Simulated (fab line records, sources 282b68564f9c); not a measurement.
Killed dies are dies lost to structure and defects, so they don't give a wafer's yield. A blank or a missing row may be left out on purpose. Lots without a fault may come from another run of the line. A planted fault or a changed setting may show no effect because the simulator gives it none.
fab line records | flow rit_cmos | part 1 of 2: steps 1 to 42 of 44
record lots=7 wafers=21 last_day=7
route steps=202 shown PRETRO@72 GATE@75 FOX2@80 REOX@98 NLDD@103 SDANNEAL@155 M1@202
lots that met no fault: from a run of the same line without faults
start_h: hours from the record's first day to the start of the lot's first wafer shown | wait_h: hours since the lot's step before | " the same as in the row above | L1.1+2: a row that stands for several wafers | - no value, or no start given | * or withheld: withheld | < > ~ a bound
route shown NAME@n: a module of which the file shows steps, and the number in the route of the first | usual: mean/standard deviation of fault-free wafers | same: alike in all rows | chamber/n: place in a boat | sites: the reading at each site | _std_site: their standard deviation | _edge_site: outer sites' mean less inner sites' | radius_mm: how far each site lies from the wafer's centre | mask NAME#n: copy n | behind: the tool/chamber that last shaped the wafer | hold: why the lot was held/for how many hours/how that ended | device: the transistor (n, p or np) that didn't switch | end of line: the same wafers' tests at the end of the route | a step without rows: its recipe alone | killed: dies lost to structure and defects at the first sort, not the wafer's yield | map: a wafer's dies, x killed, . not, _ none there
set.NAME: the setting as run; set.NAME@STEP: as run at that earlier step | model.NAME: the simulator's own value behind a step, which no gauge read
lots at some steps of the route; a table a step, a row a wafer
services: from which hour (start_h, from the record's first day; less than 0 if before it) a tool's chamber was out of use, for how many hours, and why
## steps
# step RIT_PRETRO_IMPLANT_08
# recipe species=B energy_kev=45 dose_cm2=1.2e+13 tilt_deg=7
# step RIT_PRETRO_STRIP_09
# recipe chemistry=O2 time_s=180 resist=NOVOLAK platen_temp_c=withheld power_w=500 pressure_mtorr=4000 o2_flow_sccm=4000
# usual drypump_motor_current_A=5.40/0.22 rf_refl_power_W=5.7/1.1
# columns lot.wafer tool chamber start_h wait_h drypump_motor_current_A rf_hours_counter_h rf_refl_power_W
L459.1 plasma_asher-01 1 47.21 0.1 5.17 36 5.0
L459.2 " 0 " " 5.51 36 4.6
L459.4 " 1 " " 5.15 - 4.8
L460.4 plasma_asher-04 1 53.24 0.1 5.13 - 6.8
L460.5 " 0 " " 5.64 - 5.9
L460.6 " 1 " " 5.15 - 7.2
L464.1 plasma_asher-02 0 68.30 0.1 5.59 42 6.4
L464.2 " 1 " " 5.49 42 4.5
L464.5 " 1 " " 5.48 - 4.6
L466.2 plasma_asher-01 0 85.04 0.1 5.53 40 4.9
L466.3 " 1 " " 5.14 - 4.9
L466.5 " 0 " " 5.53 - 4.9
L467.1 plasma_asher-01 1 86.34 0.1 5.13 40 4.9
L467.5 " 0 " " 5.54 - 4.8
L467.6 " 1 " " 5.15 - 4.7
L468.2 plasma_asher-04 0 90.53 0.2 5.68 29 6.0
L468.4 " 1 " " 5.14 - 7.5
L468.6 " 1 " " 5.12 - 7.2
L480.3 plasma_asher-04 1 147.99 0.1 5.12 - 7.8
L480.4 " 0 " " 5.65 - 5.9
L480.5 " 1 " " 5.15 - 7.5
# step RIT_PRETRO_TW_MEAS_10
# usual PRETRO_TW=474/4.8
# columns lot.wafer tool chamber start_h wait_h PRETRO_TW
L459.1 film_metro-02 - 47.38 0.1 476
L459.2 " - " " 479
L459.4 " - " " 480
L460.4 film_metro-01 - 53.39 0.1 474
L460.5 " - " " 477
L460.6 " - " " 476
L464.1 film_metro-02 - 68.47 0.1 479
L464.2 " - " " 478
L464.5 " - " " 478
L466.2 film_metro-02 - 85.22 0.1 477
L466.3 " - " " 475
L466.5 " - " " 477
L467.1 film_metro-02 - 86.51 0.1 480
L467.5 " - " " 480
L467.6 " - " " 483
L468.2 film_metro-02 - 90.71 0.1 481
L468.4 " - " " 481
L468.6 " - " " 479
L480.3 film_metro-02 - 148.12 0.1 481
L480.4 " - " " 479
L480.5 " - " " 480
# step RIT_GATE_WET_ETCH_00
# recipe chemistry=BOE target=SiO2 target_depth_nm=56 time_s=60 dry=n2_spin dilution=10:1 temp_c=21.5
# step RIT_GATE_CLEAN_01
# recipe chemistry=SC1 mix=3:3:50 time_s=600 temp_c=75
# step RIT_GATE_CLEAN_02
# recipe chemistry=dHF dilution=50:1 time_s=30
# step RIT_GATE_CLEAN_03
# recipe chemistry=SC2 mix=3:3:50 time_s=600 temp_c=75 dry=n2_spin
# step RIT_GATE_CLEAN_04
# recipe chemistry=dHF dilution=50:1 time_s=60 dry=n2_spin
# step RIT_FOX2_THK_MEAS_91
# recipe reads=SiO2_of_FOX2_OXIDATION_00
# usual FIELD_OXIDE_LEFT_2_THK=252/6.7
# columns lot.wafer tool chamber start_h wait_h FIELD_OXIDE_LEFT_2_THK[nm]
L459.1 film_metro-03 - 47.86 0.0 254
L459.2 " - " " 253
L459.4 " - " " 259
L460.4 film_metro-01 - 53.88 0.0 265
L460.5 " - " " 267
L460.6 " - " " 272
L464.1 film_metro-01 - 69.16 0.0 253
L464.2 " - " " 255
L464.5 " - " " 252
L466.2 film_metro-03 - 85.71 0.0 248
L466.3 " - " " 253
L466.5 " - " " 258
L467.1 film_metro-02 - 87.00 0.0 243
L467.5 " - " " 239
L467.6 " - " " 249
L468.2 film_metro-03 - 91.23 0.0 246
L468.4 " - " " 244
L468.6 " - " " 246
L480.3 film_metro-02 - 148.62 0.0 257
L480.4 " - " " 254
L480.5 " - " " 251
# step RIT_GATE_OXIDATION_05
# recipe temp_c=900 ambient=O2 target_thk_a=30 ox_time_s=270
# step RIT_GATE_ANNEAL_06
# recipe temp_c=900 time_s=600 ambient=N2O
# step RIT_GATE_THK_MEAS_07
# recipe reads=SiO2_of_GATE_OXIDATION_05
# usual GATE_OXIDE_THK=3.01/0.066
# columns lot.wafer tool chamber start_h wait_h GATE_OXIDE_THK[nm]
L459.1 film_metro-01 - 50.33 0.0 3.02
L459.2 " - " " 2.99
L459.4 " - " " 3.07
L460.4 film_metro-01 - 57.62 0.0 3.11
L460.5 " - " " 3.10
L460.6 " - " " 3.15
L464.1 film_metro-01 - 73.34 0.0 3.03
L464.2 " - " " 3.08
L464.5 " - " " 3.04
L467.1 film_metro-02 - 89.15 0.0 3.08
L467.5 " - " " 3.01
L467.6 " - " " 3.01
L466.2 film_metro-03 - 89.16 0.0 3.05
L466.3 " - " " 3.10
L466.5 " - " " 3.05
L468.2 film_metro-03 - 92.61 0.0 2.95
L468.4 " - " " 2.96
L468.6 " - " " 2.98
L480.3 film_metro-03 - 152.54 0.0 2.99
L480.4 " - " " 2.98
L480.5 " - " " 3.01
# step RIT_GATE_CVD_08
# recipe material=poly-Si target_thk_nm=250 temp_c=610 precursor=SiH4 time_s=2220 pressure_mtorr=300 sih4_flow_sccm=100
# usual spike_tc_centre_C=612.0/1.6 spike_tc_load_C=633.8/1.6 spike_tc_source_C=632.0/2.2 zone_power_centre_pct=30/3.7
# columns lot.wafer tool chamber start_h wait_h spike_tc_centre_C spike_tc_load_C spike_tc_source_C zone_power_centre_pct model.poly-Si_of_GATE_CVD_08.thk_nm
L459.1 lpcvd-02 1 50.39 0.1 611.1 631.3 635.5 35 246.6
L459.2 " 1 " " 609.9 632.0 636.1 35 249.7
L459.4 " 1 " " 611.3 634.1 635.9 35 248.4
L460.4 lpcvd-01 0 57.65 0.0 610.0 634.7 629.4 30 252.1
L460.5 " 0 " " 611.4 631.5 630.3 30 250.4
L460.6 " 0 " " 610.4 631.4 630.1 31 251.4
L464.1 lpcvd-02 1 74.30 0.9 601.8 623.7 624.9 34 190.2
L464.2 " 1 " " 599.5 623.8 623.6 34 194.9
L464.5 " 1 " " 601.8 622.3 628.0 34 191.8
L466.2 lpcvd-02 0 89.21 0.0 603.5 620.9 621.0 30 194.3
L466.3 " 0 " " 603.5 623.6 621.8 30 194.4
L466.5 " 0 " " 603.3 623.4 622.4 31 192.6
L467.1 lpcvd-02 0 89.21 0.1 602.4 621.5 622.2 30 194.4
L467.5 " 0 " " 602.5 622.7 619.1 30 196
L467.6 " 0 " " 602.7 623.8 621.7 30 195
L468.2 lpcvd-01 0 92.66 0.0 610.8 634.3 630.5 30 250.2
L468.4 " 0 " " 609.4 633.8 630.3 30 249
L468.6 " 0 " " 611.4 634.3 630.6 30 251.5
L480.3 lpcvd-01 0 152.58 0.0 611.0 631.3 629.7 30 250.6
L480.4 " 0 " " 611.0 633.6 630.9 31 250
L480.5 " 0 " " 611.1 634.3 629.2 30 250.5
# step RIT_GATE_THK_MEAS_09
# recipe reads=poly-Si_of_GATE_CVD_08
# usual GATE_POLY_THK=249.8/2.3
# columns lot.wafer tool chamber start_h wait_h GATE_POLY_THK[nm]
L459.1 film_metro-01 - 52.00 0.0 246.7
L459.2 " - " " 249.8
L459.4 " - " " 248.3
L460.4 film_metro-02 - 59.30 0.0 252.1
L460.5 " - " " 250.5
L460.6 " - " " 251.5
L464.1 film_metro-01 - 76.72 0.0 190.4
L464.2 " - " " 194.8
L464.5 " - " " 191.9
L467.1 film_metro-03 - 90.83 0.0 194.6
L467.5 " - " " 196.0
L467.6 " - " " 195.2
L466.2 film_metro-02 - 90.84 0.0 194.5
L466.3 " - " " 194.5
L466.5 " - " " 192.4
L468.2 film_metro-02 - 94.29 0.0 250.3
L468.4 " - " " 248.8
L468.6 " - " " 251.4
L480.3 film_metro-02 - 154.21 0.0 250.6
L480.4 " - " " 249.9
L480.5 " - " " 250.3
# step RIT_GATE_HMDS_10
# recipe prime_time_s=60 prime_temp_c=140
# step RIT_GATE_COAT_11
# recipe resist=NOVOLAK spin_rpm=4250 resist_thk_nm=850
# step RIT_GATE_SOFTBAKE_12
# recipe resist=NOVOLAK temp_c=90 time_s=60
# step RIT_GATE_EXPOSE_13
# recipe mask_id=M6 na=0.6 source_shape=conventional sigma_outer=0.6 target_cd_nm=150 dose_mj=380
# step RIT_GATE_PEB_14
# recipe resist=NOVOLAK temp_c=withheld time_s=withheld
# step RIT_GATE_DEVELOP_15
# recipe resist=NOVOLAK develop_time_s=50 dev_temp_c=23
# step RIT_GATE_CD_MEAS_16
# recipe target_cd_nm=150
# usual cd_nm=150.1/2.6
# columns lot.wafer tool chamber start_h wait_h cd_nm
L459.1 cd_sem-01 - 53.04 - 150.5
L459.2 " - " " 149.2
L459.4 " - " " 147.8
L460.4 cd_sem-01 - 60.29 - 152.4
L460.5 " - " " 154.3
L460.6 " - " " 156.5
L464.1 cd_sem-01 - 77.63 - 149.3
L464.2 " - " " 148.4
L464.5 " - " " 147.7
L467.1 cd_sem-02 - 91.74 - 149.6
L467.5 " - " " 149.1
L467.6 " - " " 149.6
L466.2 cd_sem-02 - 92.00 - 147.7
L466.3 " - " " 146.0
L466.5 " - " " 149.3
L468.2 cd_sem-01 - 95.21 - 150.9
L468.4 " - " " 150.7
L468.6 " - " " 150.8
L480.3 cd_sem-02 - 155.14 - 147.8
L480.4 " - " " 148.0
L480.5 " - " " 146.4
# step RIT_GATE_OVL_MEAS_17
# usual GATE_OVL=-0.5/1.4
# columns lot.wafer tool chamber start_h wait_h GATE_OVL[nm]
L459.1 overlay-01 - 53.16 0.1 -0.5
L459.2 " - " " -0.7
L459.4 " - " " -2.0
L460.4 overlay-01 - 60.36 0.1 -1.7
L460.5 " - " " -1.3
L460.6 " - " " -0.6
L464.1 overlay-01 - 77.75 0.1 2.2
L464.2 " - " " -0.1
L464.5 " - " " -0.7
L467.1 overlay-02 - 91.86 0.1 0.7
L467.5 " - " " 0.1
L467.6 " - " " 2.5
L466.2 overlay-01 - 92.11 0.1 -3.7
L466.3 " - " " -0.7
L466.5 " - " " -0.9
L468.2 overlay-02 - 95.31 0.1 -1.7
L468.4 " - " " -0.1
L468.6 " - " " -0.6
L480.3 overlay-02 - 155.24 0.1 -1.7
L480.4 " - " " -1.2
L480.5 " - " " 1.3
# step RIT_GATE_HARDBAKE_18
# recipe resist=NOVOLAK temp_c=140 time_s=60
# step RIT_GATE_ETCH_19
# recipe chemistry=SF6/CHF3/O2 time_s=165 SF6_flow_sccm=30 CHF3_flow_sccm=30 O2_flow_sccm=5 target=poly-Si pressure_mtorr=40 rf_w=160 target_depth_a=3125 over_etch_frac=0.25 stop_on=SiO2
# usual drypump_motor_current_A=5.7/0.46 oes_product_au=0.849/0.015 throttle_valve_pct=10.15/0.13
# columns lot.wafer tool chamber start_h wait_h drypump_motor_current_A oes_product_au rf_hours_counter_h throttle_valve_pct model.GATE.feature_depth_nm model.etch.depth_nm
L459.1 rie_si-02 1 53.43 0.1 5.9 0.812 150 10.34 246.6 246.6
L459.2 " 0 " " 6.1 0.829 153 10.13 249.7 249.7
L459.4 " 3 " " 4.7 0.863 86 10.22 248.4 248.4
L460.4 rie_si-02 3 60.53 0.1 4.7 0.869 86 10.21 252.1 252.1
L460.5 " 1 " " 5.8 0.820 - 10.35 250.4 250.4
L460.6 " 0 " " 6.1 0.835 - 10.12 251.4 251.4
L464.1 rie_si-02 1 77.94 0.1 5.9 0.687 151 10.34 190.2 190.2
L464.2 " 3 " " 4.7 0.731 87 10.21 194.9 194.9
L464.5 " 3 " " 4.7 0.724 - 10.21 191.8 191.8
L467.1 rie_si-02 3 92.05 0.1 4.7 0.732 87 10.23 194.4 194.4
L467.5 " 2 " " 5.8 0.718 - 10.15 196 196
L467.6 " 1 " " 5.9 0.703 - 10.35 195 195
L466.2 rie_si-01 0 92.29 0.1 5.6 0.718 28 10.12 194.3 194.3
L466.3 " 3 " " 5.7 0.705 119 9.98 194.4 194.4
L466.5 " 1 " " 5.9 0.720 - 10.28 192.6 192.6
L468.2 rie_si-02 1 95.49 0.1 5.8 0.828 151 10.34 250.2 250.2
L468.4 " 2 " " 5.8 0.839 - 10.14 249 249
L468.6 " 1 " " 5.9 0.828 - 10.35 251.5 251.5
L480.3 rie_si-02 0 155.41 0.1 6.2 0.844 0 10.11 250.6 250.6
L480.4 " 1 " " 5.9 0.861 0 10.35 250 250
L480.5 " 0 " " 6.1 0.840 - 10.10 250.5 250.5
# step RIT_GATE_STRIP_20
# recipe chemistry=O2 time_s=180 resist=NOVOLAK platen_temp_c=withheld power_w=500 pressure_mtorr=4000 o2_flow_sccm=4000
# usual drypump_motor_current_A=5.8/0.51 rf_refl_power_W=6.3/1.6
# columns lot.wafer tool chamber start_h wait_h drypump_motor_current_A rf_hours_counter_h rf_refl_power_W
L459.1 plasma_asher-03 0 53.54 0.1 5.9 42 7.2
L459.2 " 1 " " 6.7 42 9.3
L459.4 " 0 " " 5.9 - 7.4
L460.4 plasma_asher-03 1 60.70 0.1 6.7 - 8.4
L460.5 " 1 " " 6.7 - 8.4
L460.6 " 0 " " 5.9 - 7.4
L464.1 plasma_asher-02 1 78.05 0.1 5.5 43 4.3
L464.2 " 0 " " 5.6 43 6.8
L464.5 " 0 " " 5.6 - 7.0
L467.1 plasma_asher-03 0 92.15 0.1 6.0 47 7.7
L467.5 " 0 " " 5.9 - 7.5
L467.6 " 1 " " 6.7 - 8.7
L466.2 plasma_asher-01 0 92.40 0.1 5.5 41 4.7
L466.3 " 0 " " 5.5 - 4.7
L466.5 " 0 " " 5.5 - 5.0
L468.2 plasma_asher-03 0 95.60 0.1 5.9 47 7.4
L468.4 " 0 " " 5.9 - 6.9
L468.6 " 1 " " 6.7 - 9.1
L480.3 plasma_asher-03 0 155.58 0.1 6.0 - 7.2
L480.4 " 1 " " 6.7 - 8.8
L480.5 " 1 " " 6.7 - 8.6
# step RIT_GATE_CD_MEAS_90
# recipe target_cd_nm=150
# usual cd_nm=150.1/2.6
# columns lot.wafer tool chamber start_h wait_h cd_nm
L459.1 cd_sem-01 - 53.71 0.1 150.9
L459.2 " - " " 149.2
L459.4 " - " " 148.3
L460.4 cd_sem-02 - 60.88 0.1 152.4
L460.5 " - " " 154.3
L460.6 " - " " 155.6
L464.1 cd_sem-01 - 78.22 0.1 149.0
L464.2 " - " " 148.5
L464.5 " - " " 148.1
L467.1 cd_sem-01 - 92.33 0.1 149.4
L467.5 " - " " 148.6
L467.6 " - " " 149.7
L466.2 cd_sem-02 - 92.59 0.1 147.6
L466.3 " - " " 145.6
L466.5 " - " " 149.5
L468.2 cd_sem-02 - 95.80 0.1 151.1
L468.4 " - " " 150.6
L468.6 " - " " 151.3
L480.3 cd_sem-02 - 155.73 0.1 148.0
L480.4 " - " " 147.7
L480.5 " - " " 146.6
# step RIT_REOX_CLEAN_00
# recipe chemistry=SC1 mix=3:3:50 time_s=600 temp_c=75
# step RIT_REOX_CLEAN_01
# recipe chemistry=dHF dilution=50:1 time_s=30
# step RIT_REOX_CLEAN_02
# recipe chemistry=SC2 mix=3:3:50 time_s=600 temp_c=75 dry=n2_spin
# step RIT_REOX_OXIDATION_03
# recipe temp_c=900 ambient=O2 target_thk_a=252 ox_time_s=5580
# step RIT_REOX_THK_MEAS_04
# recipe reads=SiO2_of_REOX_OXIDATION_03
# usual REOX_OXIDE_THK=25.0/0.49
# columns lot.wafer tool chamber start_h wait_h REOX_OXIDE_THK[nm]
L459.1 film_metro-02 - 57.54 0.0 25.6
L459.2 " - " " 25.1
L459.4 " - " " 25.6
L460.4 film_metro-02 - 63.99 0.0 25.2
L460.5 " - " " 25.0
L460.6 " - " " 25.1
L464.1 film_metro-03 - 82.19 0.0 25.1
L464.2 " - " " 24.8
L464.5 " - " " 25.2
L467.1 film_metro-02 - 95.38 0.0 24.2
L467.5 " - " " 24.6
L467.6 " - " " 25.4
L466.2 film_metro-03 - 96.24 0.0 24.4
L466.3 " - " " 24.6
L466.5 " - " " 24.8
L468.2 film_metro-03 - 100.79 0.0 25.1
L468.4 " - " " 24.9
L468.6 " - " " 25.3
L480.3 film_metro-04 - 160.51 0.0 25.7
L480.4 " - " " 25.3
L480.5 " - " " 25.0
# step RIT_NLDD_HMDS_00
# recipe prime_time_s=60 prime_temp_c=140
# step RIT_NLDD_COAT_01
# recipe resist=NOVOLAK spin_rpm=3250 resist_thk_nm=1000
# step RIT_NLDD_SOFTBAKE_02
# recipe resist=NOVOLAK temp_c=90 time_s=60
# step RIT_NLDD_EXPOSE_03
# recipe mask_id=M7 na=0.57 target_cd_nm=40700 dose_mj=250
# step RIT_NLDD_PEB_04
# recipe resist=NOVOLAK temp_c=withheld time_s=withheld
# step RIT_NLDD_DEVELOP_05
# recipe resist=NOVOLAK develop_time_s=50 dev_temp_c=23
# step RIT_NLDD_OVL_MEAS_06
# usual NLDD_OVL=-0.4/1.7
# columns lot.wafer tool chamber start_h wait_h NLDD_OVL[nm]
L459.1 overlay-02 - 58.57 - -2.9
L459.2 " - " " -2.6
L459.4 " - " " -4.0
L460.4 overlay-01 - 65.01 - 1.5
L460.5 " - " " 1.7
L460.6 " - " " 1.1
L464.1 overlay-01 - 83.30 - -1.3
L464.2 " - " " -1.2
L464.5 " - " " -0.6
L467.1 overlay-02 - 96.29 - -0.4
L467.5 " - " " -1.3
L467.6 " - " " -1.1
L466.2 overlay-01 - 97.28 - 1.8
L466.3 " - " " 3.0
L466.5 " - " " 2.6
L468.2 overlay-02 - 101.69 - -1.7
L468.4 " - " " -1.7
L468.6 " - " " -1.2
L480.3 overlay-01 - 161.54 - 1.8
L480.4 " - " " 0.5
L480.5 " - " " 2.4
# step RIT_NLDD_HARDBAKE_07
# recipe resist=NOVOLAK temp_c=140 time_s=60
# step RIT_NLDD_IMPLANT_08
# recipe species=P energy_kev=20 dose_cm2=5e+14 tilt_deg=7
# step RIT_NLDD_STRIP_09
# recipe chemistry=O2 time_s=180 resist=NOVOLAK platen_temp_c=withheld power_w=500 pressure_mtorr=4000 o2_flow_sccm=4000
# usual drypump_motor_current_A=5.5/0.4 rf_refl_power_W=6.1/1.3
# columns lot.wafer tool chamber start_h wait_h drypump_motor_current_A rf_hours_counter_h rf_refl_power_W
L459.1 plasma_asher-01 0 58.91 0.1 5.5 37 4.9
L459.2 " 1 " " 5.2 37 5.2
L459.4 " 0 " " 5.5 - 4.9
L460.4 plasma_asher-04 0 65.43 0.1 5.7 - 5.8
L460.5 " 1 " " 5.2 - 7.5
L460.6 " 0 " " 5.6 - 5.8
L464.1 plasma_asher-01 0 83.63 0.1 5.5 40 4.9
L464.2 " 1 " " 5.2 40 5.1
L464.5 " 0 " " 5.5 - 5.1
L467.1 plasma_asher-04 0 96.63 0.1 5.6 30 5.7
L467.5 " 1 " " 5.1 - 7.6
L467.6 " 0 " " 5.6 - 5.8
L466.2 plasma_asher-01 1 97.61 0.1 5.2 41 4.8
L466.3 " 1 " " 5.1 - 5.0
L466.5 " 0 " " 5.5 - 5.0
L468.2 plasma_asher-04 1 102.02 0.1 5.1 30 7.5
L468.4 " 1 " " 5.1 - 7.5
L468.6 " 0 " " 5.7 - 6.0
L480.3 plasma_asher-04 1 161.92 0.1 5.2 - 7.4
L480.4 " 0 " " 5.6 - 5.7
L480.5 " 0 " " 5.7 - 6.0
# step RIT_NLDD_TW_MEAS_10
# usual NLDD_TW=2467/19
# columns lot.wafer tool chamber start_h wait_h NLDD_TW
L459.1 film_metro-03 - 59.08 0.1 2469
L459.2 " - " " 2472
L459.4 " - " " 2473
L460.4 film_metro-04 - 65.58 0.1 2460
L460.5 " - " " 2467
L460.6 " - " " 2445
L464.1 film_metro-03 - 83.81 0.1 2461
L464.2 " - " " 2460
L464.5 " - " " 2486
L467.1 film_metro-04 - 96.80 0.1 2442
L467.5 " - " " 2458
L467.6 " - " " 2452
L466.2 film_metro-03 - 97.79 0.1 2497
L466.3 " - " " 2490
L466.5 " - " " 2487
L468.2 film_metro-03 - 102.21 0.1 2486
L468.4 " - " " 2504
L468.6 " - " " 2502
L480.3 film_metro-01 - 162.06 0.1 2487
L480.4 " - " " 2496
L480.5 " - " " 2497
## key
first_sign step=RIT_GATE_CVD_08 reading=spike_tc_load_C direction=down sigmas=6.8 usual=633.8 struck=622.8
effect step=RIT_GATE_CVD_08 reading=spike_tc_centre_C direction=down sigmas=6.1 usual=612.0 struck=602.3
effect step=RIT_GATE_THK_MEAS_09 reading=GATE_POLY_THK direction=down sigmas=24 usual=249.8 struck=193.8
effect step=RIT_GATE_ETCH_19 reading=oes_product_au direction=down sigmas=9.1 usual=0.849 struck=0.715
model_effect step=RIT_GATE_CVD_08 value=poly-Si_of_GATE_CVD_08.thk_nm without=247.2 struck=193.7
model_effect step=RIT_GATE_ETCH_19 value=GATE.feature_depth_nm without=247.2 struck=193.7
model_effect step=RIT_SDANNEAL_CLEAN_02 value=poly-Si_of_GATE_CVD_08.thk_nm without=158.6 struck=105.1
model_effect step=RIT_M1_PROBE_99 value=etest.pmos_turned.r_on_ohm_um without=3275 struck=2928
met_at RIT_GATE_CVD_08
struck_wafers L464.1,L464.2,L464.5,L466.2,L466.3,L466.5,L467.1,L467.5,L467.6
tester_left_out L464,L466,L467
onset_between 50.39 74.30
fault kind=process_parameter_drift tool=lpcvd-02 chamber=- onset_h=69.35 steps=RIT_GATE_CVD_08 channel=temp_c offset=* shape=step end_h=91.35 acts_in=* stated=*
# tester_left_out: of these lots the tester's yield and bins aren't shown, on N5 and GAA mostly nor the transistor test; their killed dies are dies lost to structure and defects alone, not to doping, threshold or leakage, so they don't give the yield
